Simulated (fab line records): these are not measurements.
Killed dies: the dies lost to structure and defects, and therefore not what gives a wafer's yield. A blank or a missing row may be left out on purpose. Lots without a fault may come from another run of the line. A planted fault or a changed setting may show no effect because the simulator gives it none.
Code-filled problem report in 8D (eight disciplines) form / flow berkeleyCmos170 / the parts of the form that need people (team, actions taken, sign-off) are left out

== 1. WHAT IS WRONG ==
M2_AL_RS at UCB170_M2_RS_MEAS_02 reads a mean of 0.02889 ohm/sq on 3 wafers of 2 lots; wafers without a fault read 0.03212 ohm/sq with a standard deviation of 0.00029. That puts it -11 standard deviations away from the usual mean.
The step: measures by four-point-probe.
Earliest sighting: wafer L312.3 on filmMetro-02 at day 10 01:32. The record has a number at this step for 42 wafers belonging to 14 lots. Rule for "out" (also "out of limits"): further than 4 standard deviations from the usual mean. The rest of the wafers with a number are treated as sound.

== 2. WHAT IT IS, AND WHAT IT ISN'T ==
question=which readings at this step | is=M2_AL_RS | is not=-
question=which lots | is=L312, L316 | is not=L300, L302, L303, L304, L309, L310, L313, L317, L320, L321, L322, L323
question=which wafers of those lots | is=L312.3, L312.6, L316.2 | is not=L312.5, L316.3, L316.5
question=read on which gauges | is=filmMetro-01, filmMetro-02 | is not=filmMetro-04
question=when | is=from day 10 01:32 | is not=up to then (19 sound wafers); but 20 sound wafers of L313, L316, L317, L320, L321, L322, L323 came after

== 3. THE SUSPECTS, EACH WITH WHAT RULES IT OUT ==
Counting: if a tool at a process step up to the reading ran every lot that is out, it stays a suspect. Sound lots after the first of them don't rule it out here, since some wafers of a struck lot are sound.
- the gauge at UCB170_M2_RS_MEAS_02 is ruled out. Those wafers that are out were read across 2 gauges (filmMetro-01, filmMetro-02).
- pvdSputter-01 at UCB170_M2_SPUTTER_01 (material Al, target thk 900 nm, time 120 s): kept. It processed each lot that is out (first: L312, day 10 01:25); up to then, its last sound lot is L302 (day 7 12:26).
Remaining after the count: pvdSputter-01 at UCB170_M2_SPUTTER_01.

== 4. THE CAUSE (what the simulator had put in) ==
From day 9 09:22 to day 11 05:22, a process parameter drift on pvdSputter-01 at UCB170_M2_SPUTTER_01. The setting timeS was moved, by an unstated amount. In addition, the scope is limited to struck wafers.
This tool alone remained once counting was done.

== 5. SEQUENCE OF EFFECTS, ordered by route ==
Each row: a reading whose mean over the struck wafers that have a number lies more than 3 standard deviations from the usual. Scope: only readings with a usual standard deviation given in the record; hours: median across lots of the time from each lot's start at the first step in this table that gives one to its start at this step; sigmas: change in usual standard deviations.
hours=0; step=UCB170_M2_RS_MEAS_02; reading=M2_AL_RS; usual=0.03212 ohm/sq; on struck wafers=0.02889; change=-0.00323; sigmas=-11
hours=0; step=UCB170_M2_THK_MEAS_03; reading=M2_AL_THK; usual=894 nm; on struck wafers=985; change=+91; sigmas=+9.7
Later steps that measure or inspect, where all struck wafers having a row at the step show a number for every such reading and not one has moved that far: UCB170_M3_OVL_MEAS_16.

== 6. HOW IT WOULD HAVE BEEN CAUGHT EARLIER ==
16 hours passed between the start of the fault at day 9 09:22 and the first reading out of limits at a measuring or inspecting step in this record, taken at day 10 01:32.
Tool readings at UCB170_M2_SPUTTER_01 with a usual standard deviation given in the record: none out on any struck wafer, hence no alarm at a limit of 4 standard deviations on them.
Of the lots that are out (2), L316 began UCB170_M2_SPUTTER_01 on pvdSputter-01 after day 10 01:32. A tool hold placed at that time would have kept it from harm.
